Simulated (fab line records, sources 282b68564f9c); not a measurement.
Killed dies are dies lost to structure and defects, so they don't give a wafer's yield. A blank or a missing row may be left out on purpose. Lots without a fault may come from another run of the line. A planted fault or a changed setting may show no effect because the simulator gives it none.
A struck lot beside a sound one | flow rit_cmos | 22 steps out of a route of 202
Sound: wafers L644.2, L644.3, L644.5. Struck: wafers L655.1, L655.2, L655.5. The cause comes at the end.
At each step with rows: each side's tool, then ch and its chambers, then its first start. Under that, the readings that differ: sound wafers | struck wafers | difference of the means | sigmas: that difference in standard deviations of wafers without a fault.
alike: readings whose means differ by less than 2 such deviations, and words and numbers that are the same on both sides. not compared: withheld readings, readings that some wafer has no value for, bounds like >300 that may hide the same value, and numbers for which the record gives no deviation and whose values overlap.
The two part at a step that has a row with sigmas, a row that says differs or no value, or rows on one side only. Numbers that don't overlap but have no deviation are shown without sigmas and don't part them. A reading that every wafer of one side lacks parts them only if that side has two wafers or more.

first, 2 steps without rows for these wafers: RIT_NSD_HARDBAKE_07 (time 60 s); RIT_NSD_IMPLANT_08.
RIT_NSD_STRIP_09: strips in O2, time 180 s.
  sound on plasma_asher-01 ch 1, day 3 16:06; struck on plasma_asher-02 ch 0,1, day 5 23:31
  alike: drypump_motor_current_A
  not compared: rf_hours_counter_h
RIT_NSD_TW_MEAS_10:
  sound on film_metro-01, day 3 16:17; struck on film_metro-01, day 5 23:41
  alike: NSD_TW
then, 6 steps without rows for these wafers: RIT_PSD_HMDS_00 (prime time 60 s); RIT_PSD_COAT_01 (resist thk 1000 nm); RIT_PSD_SOFTBAKE_02 (time 60 s); RIT_PSD_EXPOSE_03 (exposes mask M10, target cd 40900 nm); RIT_PSD_PEB_04; RIT_PSD_DEVELOP_05 (develop time 50 s).
RIT_PSD_OVL_MEAS_06:
  sound on overlay-02, day 3 17:11; struck on overlay-01, day 6 00:47
  alike: PSD_OVL
then, 1 step without rows for these wafers: RIT_PSD_HARDBAKE_07 (time 60 s).
RIT_PSD_IMPLANT_08:
  sound on implanter-01 ch 0, day 3 17:24; struck on implanter-02 ch 0, day 6 00:59
  reading                   | sound                | struck               | difference | sigmas
  beam_energy_keV           | 26.997 26.996 26.987 | 29.508 29.499 29.490 | +2.506     | +99 or more
  model.implant.rp_nm (nm)  | 21.46 21.46 21.46    | 22.77 22.77 22.77    | +1.31      |
  model.implant.drp_nm (nm) | 12.05 12.05 12.05    | 12.82 12.82 12.82    | +0.77      |
RIT_PSD_STRIP_09: strips in O2, time 180 s.
  sound on plasma_asher-03 ch 1, day 3 17:31; struck on plasma_asher-01 ch 0,1, day 6 01:08
  alike: drypump_motor_current_A
  not compared: rf_hours_counter_h
RIT_PSD_TW_MEAS_10:
  sound on film_metro-02, day 3 17:43; struck on film_metro-03, day 6 01:18
  alike: PSD_TW
then, 3 steps without rows for these wafers: RIT_SDANNEAL_CLEAN_00 (cleans in SC1, time 572.4 s); RIT_SDANNEAL_CLEAN_01 (cleans in dHF, time 30 s); RIT_SDANNEAL_CLEAN_02 (cleans in SC2, time 600 s).
RIT_SDANNEAL_RTA_03: time 5 s.
  sound on rtp_anneal-02 ch 0, day 3 18:09; struck on rtp_anneal-01 ch 0, day 6 01:44
  alike: ramp_up_c_per_s, wafer_temp_C_max
RIT_SDANNEAL_RS_MEAS_04: measures by four-point-probe.
  sound on film_metro-01, day 3 18:13; struck on film_metro-03, day 6 01:47
  reading         | sound                | struck               | difference | sigmas
  PSD_RS (ohm/sq) | 115.90 115.87 116.20 | 110.96 110.87 110.86 | -5.09      | -20
RIT_SDANNEAL_RS_MEAS_05: measures by four-point-probe.
  sound on film_metro-01, day 3 18:20; struck on film_metro-03, day 6 01:55
  alike: NSD_RS
RIT_M1_PROBE_99:
  sound on prober-02, day 4 01:43; struck on prober-02, day 6 09:42
  reading                              | sound              | struck            | difference | sigmas
  killed_at_contacts                   | 0 2 0              | 0 0 0             | -1         | -2
  model.etest.contact_pplus.end_ohm_um | 44.83 46.23 45.23  | 44.11 44.3 43.22  | -1.55      |
  model.etest.vpnp.gain                | 1.014 0.9854 1.001 | 1.058 1.052 1.056 | +0.055     |
  alike: killed_at_front_end, killed_dies, killed_open, killed_short

WHERE THEY PART
First at RIT_PSD_IMPLANT_08; last, within this record, at RIT_M1_PROBE_99.

WHY: what the simulator had put in
Process parameter drift: implanter-02, from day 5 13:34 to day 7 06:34, at RIT_PSD_IMPLANT_08. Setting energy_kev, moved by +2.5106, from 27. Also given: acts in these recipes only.
